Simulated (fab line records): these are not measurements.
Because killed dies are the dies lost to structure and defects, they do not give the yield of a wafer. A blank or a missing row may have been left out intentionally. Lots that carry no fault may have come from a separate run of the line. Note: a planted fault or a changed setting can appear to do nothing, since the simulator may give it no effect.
Which tool is to blame? / flow berkeley_cmos170 / 42 wafers from 14 lots sampled at 6 of the route's 331 steps

WHAT EACH GAUGE READ, for each wafer
UCB170_V1_THK_MEAS_04.
lot=L368; measured=day 7 02:01; on=film_metro-03; V1_POLISHED_THK (nm)=1001.2 999.4 1000.0
lot=L369; measured=day 7 06:21; on=film_metro-03; V1_POLISHED_THK (nm)=1002.2 1001.5 1001.7
lot=L370; measured=day 7 06:38; on=film_metro-04; V1_POLISHED_THK (nm)=1002.2 1003.0 1002.5
lot=L371; measured=day 7 18:04; on=film_metro-01; V1_POLISHED_THK (nm)=1001.8 1000.9 1002.2
lot=L373; measured=day 7 18:04; on=film_metro-04; V1_POLISHED_THK (nm)=1000.7 1000.2 998.2
lot=L372; measured=day 7 18:22; on=film_metro-01; V1_POLISHED_THK (nm)=1001.1 999.4 1001.5
lot=L375; measured=day 8 17:09; on=film_metro-04; V1_POLISHED_THK (nm)=1002.2 1002.2 1000.1
lot=L376; measured=day 8 21:14; on=film_metro-03; V1_POLISHED_THK (nm)=1000.3 1000.1 1000.7
lot=L385; measured=day 10 23:47; on=film_metro-04; V1_POLISHED_THK (nm)=999.3 999.0 1003.0
lot=L387; measured=day 11 05:23; on=film_metro-04; V1_POLISHED_THK (nm)=999.8 999.7 999.9
lot=L388; measured=day 11 05:40; on=film_metro-01; V1_POLISHED_THK (nm)=999.3 999.9 1001.1
lot=L389; measured=day 12 03:38; on=film_metro-04; V1_POLISHED_THK (nm)=999.2 1000.8 1000.9
lot=L390; measured=day 12 11:34; on=film_metro-03; V1_POLISHED_THK (nm)=999.5 1003.1 999.5
lot=L391; measured=day 12 11:35; on=film_metro-04; V1_POLISHED_THK (nm)=1001.9 1000.9 1002.7

UCB170_V2_THK_MEAS_04.
lot=L368; measured=day 7 07:14; on=film_metro-04; V2_POLISHED_THK (nm)=1002.1 999.8 1000.7
lot=L369; measured=day 7 13:20; on=film_metro-02; V2_POLISHED_THK (nm)=1000.5 1000.2 1001.0
lot=L370; measured=day 7 13:31; on=film_metro-04; V2_POLISHED_THK (nm)=1000.4 1001.6 999.3
lot=L371; measured=day 7 23:14; on=film_metro-02; V2_POLISHED_THK (nm)=997.4 999.7 1000.4
lot=L373; measured=day 7 23:30; on=film_metro-03; V2_POLISHED_THK (nm)=1003.4 1003.0 1000.0
lot=L372; measured=day 7 23:44; on=film_metro-02; V2_POLISHED_THK (nm)=997.1 999.0 999.6
lot=L375; measured=day 8 22:04; on=film_metro-04; V2_POLISHED_THK (nm)=999.6 1000.4 1000.9
lot=L376; measured=day 9 02:56; on=film_metro-02; V2_POLISHED_THK (nm)=997.3 998.4 998.8
lot=L385; measured=day 11 05:58; on=film_metro-04; V2_POLISHED_THK (nm)=999.1 999.8 1000.8
lot=L387; measured=day 11 10:59; on=film_metro-04; V2_POLISHED_THK (nm)=1000.0 1001.4 999.8
lot=L388; measured=day 11 11:08; on=film_metro-02; V2_POLISHED_THK (nm)=999.7 998.2 1000.6
lot=L389; measured=day 12 09:31; on=film_metro-03; V2_POLISHED_THK (nm)=1001.2 1000.9 1000.3
lot=L390; measured=day 12 17:33; on=film_metro-02; V2_POLISHED_THK (nm)=999.9 1000.2 1000.9
lot=L391; measured=day 12 17:52; on=film_metro-03; V2_POLISHED_THK (nm)=999.6 1000.2 997.7

UCB170_M3_RS_MEAS_02: measurement is done with a four-point probe.
lot=L368; measured=day 7 10:21; on=film_metro-02; M3_AL_RS (ohm/sq)=0.0322 0.0323 0.0319
lot=L369; measured=day 7 15:31; on=film_metro-03; M3_AL_RS (ohm/sq)=0.0317 0.0324 0.0320
lot=L370; measured=day 7 16:52; on=film_metro-01; M3_AL_RS (ohm/sq)=0.0326 0.0322 0.0321
lot=L371; measured=day 8 01:11; on=film_metro-01; M3_AL_RS (ohm/sq)=0.0327 0.0323 0.0318
lot=L373; measured=day 8 01:52; on=film_metro-03; M3_AL_RS (ohm/sq)=0.0319 0.0318 0.0315
lot=L372; measured=day 8 02:05; on=film_metro-02; M3_AL_RS (ohm/sq)=0.0325 0.0326 0.0326
lot=L375; measured=day 9 00:12; on=film_metro-02; M3_AL_RS (ohm/sq)=0.0361 0.0369 0.0370
lot=L376; measured=day 9 04:52; on=film_metro-03; M3_AL_RS (ohm/sq)=0.0378 0.0370 0.0368
lot=L385; measured=day 11 08:19; on=film_metro-01; M3_AL_RS (ohm/sq)=0.0316 0.0325 0.0318
lot=L387; measured=day 11 12:54; on=film_metro-02; M3_AL_RS (ohm/sq)=0.0327 0.0331 0.0324
lot=L388; measured=day 11 13:32; on=film_metro-02; M3_AL_RS (ohm/sq)=0.0321 0.0314 0.0311
lot=L389; measured=day 12 11:35; on=film_metro-01; M3_AL_RS (ohm/sq)=0.0321 0.0321 0.0315
lot=L390; measured=day 12 19:25; on=film_metro-02; M3_AL_RS (ohm/sq)=0.0311 0.0313 0.0319
lot=L391; measured=day 12 19:47; on=film_metro-01; M3_AL_RS (ohm/sq)=0.0328 0.0320 0.0320

UCB170_M3_THK_MEAS_03: measures by xrf.
lot=L368; measured=day 7 10:28; on=film_metro-02; M3_AL_THK (nm)=896 890 900
lot=L369; measured=day 7 15:37; on=film_metro-03; M3_AL_THK (nm)=891 874 886
lot=L370; measured=day 7 16:59; on=film_metro-01; M3_AL_THK (nm)=880 890 892
lot=L371; measured=day 8 01:17; on=film_metro-01; M3_AL_THK (nm)=874 892 902
lot=L373; measured=day 8 01:58; on=film_metro-03; M3_AL_THK (nm)=890 890 903
lot=L372; measured=day 8 02:11; on=film_metro-02; M3_AL_THK (nm)=886 880 884
lot=L375; measured=day 9 00:19; on=film_metro-02; M3_AL_THK (nm)=795 778 775
lot=L376; measured=day 9 04:59; on=film_metro-03; M3_AL_THK (nm)=747 765 770
lot=L385; measured=day 11 08:26; on=film_metro-01; M3_AL_THK (nm)=914 887 907
lot=L387; measured=day 11 13:00; on=film_metro-02; M3_AL_THK (nm)=874 854 884
lot=L388; measured=day 11 13:39; on=film_metro-02; M3_AL_THK (nm)=889 910 917
lot=L389; measured=day 12 11:42; on=film_metro-01; M3_AL_THK (nm)=892 897 913
lot=L390; measured=day 12 19:32; on=film_metro-02; M3_AL_THK (nm)=922 917 900
lot=L391; measured=day 12 19:53; on=film_metro-01; M3_AL_THK (nm)=881 902 899

WHAT TOOL EACH LOT RAN ON (gives the tool, then ch and the chambers of the sampled wafers, and finally the start)
lot=L368; UCB170_V1_ETCH_14=rie_diel-04 ch 0,3, day 7 03:29; UCB170_M3_SPUTTER_01=pvd_sputter-02, day 7 10:16
lot=L369; UCB170_V1_ETCH_14=rie_diel-02 ch 0,1, day 7 08:01; UCB170_M3_SPUTTER_01=pvd_sputter-01, day 7 15:23
lot=L370; UCB170_V1_ETCH_14=rie_diel-03 ch 0,2,3, day 7 08:18; UCB170_M3_SPUTTER_01=pvd_sputter-02, day 7 16:46
lot=L371; UCB170_V1_ETCH_14=rie_diel-04 ch 1,2,3, day 7 19:34; UCB170_M3_SPUTTER_01=pvd_sputter-03, day 8 01:04
lot=L373; UCB170_V1_ETCH_14=rie_diel-03 ch 0,1,2, day 7 19:40; UCB170_M3_SPUTTER_01=pvd_sputter-02, day 8 01:45
lot=L372; UCB170_V1_ETCH_14=rie_diel-04 ch 1,3, day 7 19:52; UCB170_M3_SPUTTER_01=pvd_sputter-01, day 8 01:57
lot=L375; UCB170_V1_ETCH_14=rie_diel-04 ch 0,1,2, day 8 18:30; UCB170_M3_SPUTTER_01=pvd_sputter-03, day 9 00:07
lot=L376; UCB170_V1_ETCH_14=rie_diel-02 ch 1,3, day 8 22:29; UCB170_M3_SPUTTER_01=pvd_sputter-03, day 9 04:46
lot=L385; UCB170_V1_ETCH_14=rie_diel-02 ch 0,1,2, day 11 02:18; UCB170_M3_SPUTTER_01=pvd_sputter-02, day 11 08:14
lot=L387; UCB170_V1_ETCH_14=rie_diel-03 ch 1,3, day 11 06:56; UCB170_M3_SPUTTER_01=pvd_sputter-01, day 11 12:47
lot=L388; UCB170_V1_ETCH_14=rie_diel-02 ch 0,2,3, day 11 07:13; UCB170_M3_SPUTTER_01=pvd_sputter-02, day 11 13:27
lot=L389; UCB170_V1_ETCH_14=rie_diel-03 ch 0,1,3, day 12 05:19; UCB170_M3_SPUTTER_01=pvd_sputter-03, day 12 11:27
lot=L390; UCB170_V1_ETCH_14=rie_diel-02 ch 0,2,3, day 12 13:34; UCB170_M3_SPUTTER_01=pvd_sputter-03, day 12 19:20
lot=L391; UCB170_V1_ETCH_14=rie_diel-03 ch 0,1,3, day 12 13:50; UCB170_M3_SPUTTER_01=pvd_sputter-01, day 12 19:40
- UCB170_V1_ETCH_14: etches SiO2 in CHF3/CF4/Ar, stops on Al, target depth 1250 nm, time 291 s.
- UCB170_M3_SPUTTER_01: material Al, target thk 900 nm, time 120 s.

WHAT THE TOOLS THEMSELVES READ (means of the sampled wafers that have a number; where no wafer has one, the mark that the record gives instead)
UCB170_V1_ETCH_14.
lot=L368; tool=rie_diel-04; chamber_pressure_mTorr (mTorr)=200.03; drypump_motor_current_A (A)=6.0; mfc_ar_sccm (sccm)=149.9; oes_product_au (a.u.)=0.880; throttle_valve_pct (%)=6.92
lot=L369; tool=rie_diel-02; chamber_pressure_mTorr (mTorr)=199.86; drypump_motor_current_A (A)=5.7; mfc_ar_sccm (sccm)=150.2; oes_product_au (a.u.)=0.883; throttle_valve_pct (%)=7.03
lot=L370; tool=rie_diel-03; chamber_pressure_mTorr (mTorr)=200.05; drypump_motor_current_A (A)=5.9; mfc_ar_sccm (sccm)=150.2; oes_product_au (a.u.)=0.879; throttle_valve_pct (%)=6.86
lot=L371; tool=rie_diel-04; chamber_pressure_mTorr (mTorr)=200.00; drypump_motor_current_A (A)=5.4; mfc_ar_sccm (sccm)=149.8; oes_product_au (a.u.)=0.879; throttle_valve_pct (%)=6.93
lot=L373; tool=rie_diel-03; chamber_pressure_mTorr (mTorr)=200.07; drypump_motor_current_A (A)=5.5; mfc_ar_sccm (sccm)=150.6; oes_product_au (a.u.)=0.870; throttle_valve_pct (%)=6.85
lot=L372; tool=rie_diel-04; chamber_pressure_mTorr (mTorr)=199.99; drypump_motor_current_A (A)=5.6; mfc_ar_sccm (sccm)=149.9; oes_product_au (a.u.)=0.872; throttle_valve_pct (%)=6.96
lot=L375; tool=rie_diel-04; chamber_pressure_mTorr (mTorr)=200.10; drypump_motor_current_A (A)=5.8; mfc_ar_sccm (sccm)=150.1; oes_product_au (a.u.)=0.874; throttle_valve_pct (%)=6.90
lot=L376; tool=rie_diel-02; chamber_pressure_mTorr (mTorr)=199.83; drypump_motor_current_A (A)=5.9; mfc_ar_sccm (sccm)=150.1; oes_product_au (a.u.)=0.877; throttle_valve_pct (%)=7.07
lot=L385; tool=rie_diel-02; chamber_pressure_mTorr (mTorr)=199.89; drypump_motor_current_A (A)=5.5; mfc_ar_sccm (sccm)=150.1; oes_product_au (a.u.)=0.877; throttle_valve_pct (%)=7.01
lot=L387; tool=rie_diel-03; chamber_pressure_mTorr (mTorr)=200.14; drypump_motor_current_A (A)=5.4; mfc_ar_sccm (sccm)=149.9; oes_product_au (a.u.)=0.866; throttle_valve_pct (%)=6.99
lot=L388; tool=rie_diel-02; chamber_pressure_mTorr (mTorr)=199.93; drypump_motor_current_A (A)=5.8; mfc_ar_sccm (sccm)=149.9; oes_product_au (a.u.)=0.878; throttle_valve_pct (%)=7.03
lot=L389; tool=rie_diel-03; chamber_pressure_mTorr (mTorr)=199.96; drypump_motor_current_A (A)=5.6; mfc_ar_sccm (sccm)=150.5; oes_product_au (a.u.)=0.871; throttle_valve_pct (%)=6.89
lot=L390; tool=rie_diel-02; chamber_pressure_mTorr (mTorr)=200.23; drypump_motor_current_A (A)=5.8; mfc_ar_sccm (sccm)=150.4; oes_product_au (a.u.)=0.879; throttle_valve_pct (%)=7.03
lot=L391; tool=rie_diel-03; chamber_pressure_mTorr (mTorr)=199.76; drypump_motor_current_A (A)=5.6; mfc_ar_sccm (sccm)=150.3; oes_product_au (a.u.)=0.872; throttle_valve_pct (%)=6.88

UCB170_M3_SPUTTER_01.
lot=L368; tool=pvd_sputter-02; cathode_dc_power_W (W)=5999.6; throttle_valve_pct (%)=30.0
lot=L369; tool=pvd_sputter-01; cathode_dc_power_W (W)=5999.2; throttle_valve_pct (%)=30.6
lot=L370; tool=pvd_sputter-02; cathode_dc_power_W (W)=6000.5; throttle_valve_pct (%)=30.1
lot=L371; tool=pvd_sputter-03; cathode_dc_power_W (W)=5998.9; throttle_valve_pct (%)=31.3
lot=L373; tool=pvd_sputter-02; cathode_dc_power_W (W)=5999.6; throttle_valve_pct (%)=29.8
lot=L372; tool=pvd_sputter-01; cathode_dc_power_W (W)=6001.0; throttle_valve_pct (%)=29.5
lot=L375; tool=pvd_sputter-03; cathode_dc_power_W (W)=6000.8; throttle_valve_pct (%)=30.8
lot=L376; tool=pvd_sputter-03; cathode_dc_power_W (W)=6000.3; throttle_valve_pct (%)=32.1
lot=L385; tool=pvd_sputter-02; cathode_dc_power_W (W)=5998.4; throttle_valve_pct (%)=29.6
lot=L387; tool=pvd_sputter-01; cathode_dc_power_W (W)=5999.1; throttle_valve_pct (%)=30.6
lot=L388; tool=pvd_sputter-02; cathode_dc_power_W (W)=6000.2; throttle_valve_pct (%)=29.9
lot=L389; tool=pvd_sputter-03; cathode_dc_power_W (W)=5999.6; throttle_valve_pct (%)=30.6
lot=L390; tool=pvd_sputter-03; cathode_dc_power_W (W)=6000.0; throttle_valve_pct (%)=30.8
lot=L391; tool=pvd_sputter-01; cathode_dc_power_W (W)=5999.9; throttle_valve_pct (%)=30.6

THE ANSWER, worked out from the rows above alone
Rule: usual is defined by the lots themselves. Put in order of their means at a reading, lots are off if they are a third of the lots or fewer, leave a main group of 4 or more, and stand apart from it by a gap of 3 or more times the standard deviation of the main group's means; of several such gaps the widest counts. If all means in a main group match to the digits the tables above print for the reading, that group is not used. A lot without any number at a reading at which 4 lots or more have one is off too. All remaining lots with rows at the step are treated as sound. Order of review: gauges by route order, followed by the tools' own readings, for which a lot's mean as printed above is used. The first step at which some lot is off is used, and at that step the reading that is off furthest; a lot without a number counts as furthest.
Off: L375, L376, at UCB170_M3_RS_MEAS_02 (M3_AL_RS). For the main group the mean is 0.0321 ohm/sq and the standard deviation 0.00037.
If a tool, at a process step before that reading, ran all the lots that are off and no sound lot after the first of them, it fits. Gauges at UCB170_M3_RS_MEAS_02: tried the same way as those tools. Of those tried, none fits.

WHAT THE SIMULATOR HAD PUT IN
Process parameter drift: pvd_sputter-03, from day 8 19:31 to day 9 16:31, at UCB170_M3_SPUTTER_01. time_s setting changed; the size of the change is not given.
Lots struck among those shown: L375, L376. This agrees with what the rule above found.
